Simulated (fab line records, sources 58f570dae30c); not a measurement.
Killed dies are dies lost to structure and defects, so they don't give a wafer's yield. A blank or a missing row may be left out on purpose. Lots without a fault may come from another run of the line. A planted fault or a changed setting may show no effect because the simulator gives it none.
Problem report in the 8D (eight disciplines) form, filled by code | flow berkeley_cmos170 | the parts of the form that need people (team, actions taken, sign-off) are left out

1. THE PROBLEM
M1_AL_RS at UCB170_M1_RS_MEAS_01 reads a mean of 0.0674 ohm/sq on 1 wafer of 1 lot; wafers without a fault read 0.0488 ohm/sq with a standard deviation of 0.00059. That is +32 standard deviations from the usual mean.
The step: measures by four-point-probe.
First seen on wafer L762.4, day 8 15:55, on film_metro-01. The record holds 39 wafers of 13 lots with a number at this step. Rule for "out", or "out of limits": more than 4 standard deviations from the usual mean. The other wafers with a number count as sound.

2. WHAT IT IS AND WHAT IT IS NOT
question                    | is               | is not
which readings at this step | M1_AL_RS         | -
which lots                  | L762             | L753, L754, L756, L757, L758, L759, L760, L764, L770, L772, L774, L776
which wafers of those lots  | L762.4           | L762.2, L762.3
read on which gauges        | film_metro-01    | film_metro-02, film_metro-03
when                        | from day 8 15:55 | up to then (23 sound wafers); but 15 sound wafers of L764, L770, L772, L774, L776 came after

3. SUSPECTS, AND WHAT RULES EACH OUT
Counting: a tool at a process step up to the reading stays a suspect if it ran every lot that is out. Sound lots after the first of them don't rule it out here, since some wafers of a struck lot are sound.
- the gauge at UCB170_M1_RS_MEAS_01: ruled out. All the wafers that are out were read on film_metro-01, but those of them that UCB170_M1_METAL_ETCH_12 has rows for are out there too, on other tools.
- pvd_sputter-02 at UCB170_M1_SPUTTER_00 (material Al, target thk 600 nm, time 80 s): kept. It ran the lot that is out, L762 (day 8 15:50); its last sound lot up to then is L754 (day 8 07:32).
Left after counting: pvd_sputter-02 at UCB170_M1_SPUTTER_00.

4. THE CAUSE (what the simulator had put in)
Process parameter drift: pvd_sputter-02, from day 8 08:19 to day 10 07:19, at UCB170_M1_SPUTTER_00. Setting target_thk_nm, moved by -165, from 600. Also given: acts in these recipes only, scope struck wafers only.
Counting left only this tool.

5. THE CHAIN OF EFFECTS, in route order
Each row: a reading whose mean over the struck wafers that have a number lies more than 3 standard deviations from the usual. Only readings for which the record gives a usual standard deviation are gone through. hours: the time from each lot's start at the first step in this table that gives one to its start at this step, as a median over the lots. sigmas: the change in usual standard deviations.
hours | step                    | reading        | usual         | on struck wafers | change  | sigmas
0     | UCB170_M1_RS_MEAS_01    | M1_AL_RS       | 0.0488 ohm/sq | 0.0674           | +0.0186 | +32
0     | UCB170_M1_THK_MEAS_02   | M1_AL_THK      | 605 nm        | 441              | -164    | -22
2     | UCB170_M1_METAL_ETCH_12 | oes_product_au | 0.850 a.u.    | 0.708            | -0.142  | -9.5
The process steps in it:
- UCB170_M1_METAL_ETCH_12: etches Al in Cl2/BCl3, stops on PSG, target depth 780 nm, time 130 s.

6. WHAT WOULD HAVE CAUGHT IT SOONER
In this record the first reading out of limits at a measuring or inspecting step was taken at day 8 15:55, 8 hours after the fault began at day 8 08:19.
Of the tool readings at UCB170_M1_SPUTTER_00 for which the record gives a usual standard deviation, none was out on any struck wafer, so an alarm limit of 4 standard deviations on them would not have fired.
All the lots that are out (1) had begun UCB170_M1_SPUTTER_00 on pvd_sputter-02 by day 8 15:55. A hold on the tool at that time would have spared none of them.
